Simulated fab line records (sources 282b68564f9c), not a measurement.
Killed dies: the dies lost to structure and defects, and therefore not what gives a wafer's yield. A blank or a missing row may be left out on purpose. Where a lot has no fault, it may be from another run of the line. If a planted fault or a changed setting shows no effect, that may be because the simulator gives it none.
Struck lot and sound lot, side by side :: flow rit-cmos :: 15 out of 202 route steps
Sound: wafers L427.2, L427.3, L427.4. The struck wafers were L421.1, L421.3, L421.6. Last of all comes the cause.
Per side, at each step with rows, come the tool, then ch with its chambers, and then its first start. Under that, the readings that differ: sound wafers :: struck wafers :: difference of the means :: sigmas: that difference in standard deviations of wafers without a fault.
alike: readings with means less than 2 such deviations apart, plus words and numbers identical on both sides. not compared: withheld readings, readings lacking a value on some wafer, bounds such as >300 that could conceal the same value, and numbers that have no deviation in the record and whose values overlap.
Wherever a step has rows on one side only, a row that says differs or no value, or a row with sigmas, the two part there. Non-overlapping numbers with no deviation appear without sigmas and do not part them. A reading that every wafer of one side lacks parts them only if that side has two wafers or more.

first, 2 steps without rows for these wafers: RIT_NRETRO_HARDBAKE_07 (time 120 s); RIT_NRETRO_IMPLANT_08.
RIT_NRETRO_STRIP_09: strips in O2, time 180 s.
  sound on plasma-asher-04 ch 0,1, day 4 12:31; struck on plasma-asher-04 ch 0, day 3 08:23
  alike: chamber-pressure-mTorr, drypump-motor-current-A, rf-refl-power-W
  not compared: rf-hours-counter-h
RIT_NRETRO_TW_MEAS_10:
  struck on film-metro-03, day 3 08:33; sound on film-metro-03, day 4 12:42
  alike: NRETRO_TW
then, 6 steps without rows for these wafers: RIT_PRETRO_HMDS_00 (prime time 60 s); RIT_PRETRO_COAT_01 (resist thk 1300 nm); RIT_PRETRO_SOFTBAKE_02 (time 60 s); RIT_PRETRO_EXPOSE_03 (exposes mask M5, target cd 43700 nm); RIT_PRETRO_PEB_04; RIT_PRETRO_DEVELOP_05 (develop time 68 s).
RIT_PRETRO_OVL_MEAS_06:
  struck on overlay-01, day 3 09:37; sound on overlay-02, day 4 13:38
  alike: PRETRO_OVL
then, 1 step without rows for these wafers: RIT_PRETRO_HARDBAKE_07 (time 120 s).
RIT_PRETRO_IMPLANT_08:
  sound on implanter-01 ch 0, day 4 13:56; struck on implanter-02 ch 0, day 3 09:54
reading: beam-energy-keV
sound: 45.017 45.000 45.013
struck: 39.756 39.745 39.759
difference: -5.257
sigmas: -99 or more

reading: model.implant.rp-nm (nm)
sound: 145 145 145
struck: 128.7 128.7 128.7
difference: -16.3
sigmas: 

reading: model.implant.drp-nm (nm)
sound: 55.07 55.07 55.07
struck: 51.14 51.14 51.14
difference: -3.93
sigmas: 
RIT_PRETRO_STRIP_09: strips in O2, time 180 s.
  sound on plasma-asher-01 ch 0,1, day 4 14:04; struck on plasma-asher-03 ch 0,1, day 3 10:03
reading: drypump-motor-current-A (A)
sound: 5.0 5.0 5.5
struck: 5.7 6.5 6.5
difference: +1.1
sigmas: +2
  alike: chamber-pressure-mTorr, rf-refl-power-W
  not compared: rf-hours-counter-h
RIT_M1_PROBE_99:
  struck on prober-01, day 4 12:15; sound on prober-01, day 5 17:50
reading: model.etest.nmos_0p3.r-on-ohm-um
sound: 2121 2105 2120
struck: 2241 2280 2257
difference: +144
sigmas: 

reading: model.etest.nmos-narrow.drive-ua-um
sound: 236.1 238.1 230.5
struck: 215.7 220 219.3
difference: -16.6
sigmas: 

reading: model.etest.nmos_0p3.drive-ua-um
sound: 228.3 232.6 225.9
struck: 212.8 216.9 215.8
difference: -13.8
sigmas: 

reading: model.etest.cap-n-gate.c-min-ff-um2
sound: 2.382 2.398 2.376
struck: 2.434 2.439 2.45
difference: +0.056
sigmas: 

reading: model.etest.nmos_0p15.vt-sat-v (V)
sound: 0.3013 0.2936 0.3075
struck: 0.3271 0.3191 0.3383
difference: +0.0274
sigmas: 
  alike: killed-at-contacts, killed-at-front-end, killed-dies, killed-open, killed-short
  not compared: model.etest.nmos_0p3.off-log10-a-um, model.etest.gate-end-array.leak-log10-a-um, model.etest.diode-nplus-pwell.bv-v

== WHERE THEY PART ==
First at RIT_PRETRO_IMPLANT_08; last, within this record, at RIT_PRETRO_STRIP_09. Later steps at which nothing parts them and some readings are alike: RIT_M1_PROBE_99.

WHY: whatever the simulator had introduced
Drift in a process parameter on implanter-02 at RIT_PRETRO_IMPLANT_08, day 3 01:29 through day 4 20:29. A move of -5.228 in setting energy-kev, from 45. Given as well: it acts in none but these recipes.
